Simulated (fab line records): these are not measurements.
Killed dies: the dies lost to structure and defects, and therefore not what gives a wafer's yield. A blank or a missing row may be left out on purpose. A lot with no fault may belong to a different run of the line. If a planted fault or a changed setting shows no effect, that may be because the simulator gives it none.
Which tool was responsible? :: flow rit-cmos :: 7 lots with 21 wafers sampled at 2 steps, on a route of 202 steps

## WHAT THE GAUGES READ, wafer by wafer
RIT_PLDD_TW_MEAS_10.
lot: L168
measured: day 3 03:26
on: film-metro-02
PLDD_TW: 2306 2320 2300

lot: L170
measured: day 3 11:53
on: film-metro-01
PLDD_TW: 2356 2351 2349

lot: L173
measured: day 4 02:25
on: film-metro-03
PLDD_TW: 2365 2351 2361

lot: L175
measured: day 4 16:34
on: film-metro-02
PLDD_TW: 2317 2320 2305

lot: L178
measured: day 5 12:42
on: film-metro-02
PLDD_TW: 2320 2304 2308

lot: L186
measured: day 7 01:25
on: film-metro-01
PLDD_TW: 1889 1891 1887

lot: L190
measured: day 7 21:28
on: film-metro-01
PLDD_TW: 2340 2344 2328

## EACH LOT AND THE TOOL THAT RAN IT (in order: tool; ch and the chambers of the sampled wafers; start)
lot: L168
RIT_PLDD_IMPLANT_08: implanter-02 ch 0, day 3 03:07

lot: L170
RIT_PLDD_IMPLANT_08: implanter-01 ch 0, day 3 11:35

lot: L173
RIT_PLDD_IMPLANT_08: implanter-01 ch 0, day 4 02:01

lot: L175
RIT_PLDD_IMPLANT_08: implanter-01 ch 0, day 4 16:16

lot: L178
RIT_PLDD_IMPLANT_08: implanter-03 ch 0, day 5 12:22

lot: L186
RIT_PLDD_IMPLANT_08: implanter-01 ch 0, day 7 01:07

lot: L190
RIT_PLDD_IMPLANT_08: implanter-02 ch 0, day 7 21:10
- RIT_PLDD_IMPLANT_08

## THE ANSWER, worked out from the rows above alone
Rule: what is usual is taken from the lots themselves. Put in order of their means at a reading, lots are off if they are a third of the lots or fewer, leave a main group of 4 or more, and stand apart from it by a gap of 3 or more times the standard deviation of the main group's means; of several such gaps the widest counts. Not used: any main group whose means are identical at the precision the tables above print for the reading. Also off: a lot with no number at a reading for which 4 or more lots have one. Any other lot the step has rows for is counted as sound.
Off: L186, at RIT_PLDD_TW_MEAS_10 (PLDD_TW). For the main group the mean is 2330 and the standard deviation 20.
A tool fits if, at a process step before that reading, it ran every lot that is off, and no sound lot after the first of them. Gauges at RIT_PLDD_TW_MEAS_10: tried the same way as those tools. One candidate fits, namely implanter-01 at RIT_PLDD_IMPLANT_08. A fault onset in the window from L175 (day 4 16:16, its last sound lot) to L186 (day 7 01:07, its first lot off) fits.

## WHAT WAS PUT IN BY THE SIMULATOR
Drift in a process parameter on implanter-01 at RIT_PLDD_IMPLANT_08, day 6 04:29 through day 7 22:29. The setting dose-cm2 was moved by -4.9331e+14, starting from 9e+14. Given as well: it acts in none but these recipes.
Lots struck among those shown: L186. The same result came from the rule above.
